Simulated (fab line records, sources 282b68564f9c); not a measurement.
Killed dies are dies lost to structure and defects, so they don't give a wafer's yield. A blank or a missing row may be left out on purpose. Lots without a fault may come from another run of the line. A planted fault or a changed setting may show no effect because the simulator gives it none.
Problem report in the 8D (eight disciplines) form, filled by code | flow rit_cmos | the parts of the form that need people (team, actions taken, sign-off) are left out

1. THE PROBLEM
run_length_s at RIT_PLDD_SOFTBAKE_02 reads a mean of 97.33 s on 6 wafers of 2 lots; wafers without a fault read 88.97 s with a standard deviation of 0.14. That is +60 standard deviations from the usual mean.
The step: time 60 s.
First seen on wafer L904.2, day 6 00:30, on litho_track-03. The record holds 42 wafers of 14 lots with a number at this step. Rule for "out", or "out of limits": more than 4 standard deviations from the usual mean. The other wafers with a number count as sound.

2. WHAT IT IS AND WHAT IT IS NOT
question                    | is                     | is not
which readings at this step | run_length_s           | -
which lots                  | L904, L906             | L889, L890, L891, L894, L895, L896, L897, L898, L900, L901, L902, L905
which wafers of those lots  | all that have a number | -
read on which tools         | litho_track-03         | litho_track-02, litho_track-04
when                        | from day 6 00:30       | up to then (33 sound wafers); but 3 sound wafers of L905 came after

3. SUSPECTS, AND WHAT RULES EACH OUT
Counting: a tool at a process step up to the reading stays a suspect if it ran every lot that is out and no sound lot after the first of them.
- litho_track-03 at RIT_PLDD_SOFTBAKE_02 (time 60 s): kept. It ran every lot that is out, first L904 (day 6 00:30), and no sound lot after that; its last sound lot up to then is L900 (day 5 06:22). Its own readings are out on those wafers: run_length_s.
Left after counting: litho_track-03 at RIT_PLDD_SOFTBAKE_02.

4. THE CAUSE (what the simulator had put in)
Process parameter drift: litho_track-03, from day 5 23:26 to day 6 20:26, at RIT_PLDD_SOFTBAKE_02. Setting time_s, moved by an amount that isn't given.
Counting left only this tool.

5. THE CHAIN OF EFFECTS, in route order
Each row: a reading whose mean over the struck wafers that have a number lies more than 3 standard deviations from the usual. Only readings for which the record gives a usual standard deviation are gone through. hours: the time from each lot's start at the first step in this table that gives one to its start at this step, as a median over the lots. sigmas: the change in usual standard deviations.
hours | step                 | reading      | usual   | on struck wafers | change | sigmas
0     | RIT_PLDD_SOFTBAKE_02 | run_length_s | 88.97 s | 97.33            | +8.36  | +60
The process steps in it:
- RIT_PLDD_SOFTBAKE_02: time 60 s.

6. WHAT WOULD HAVE CAUGHT IT SOONER
In this record the first reading out of limits was taken at day 6 00:30, 1 hour after the fault began at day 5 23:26.
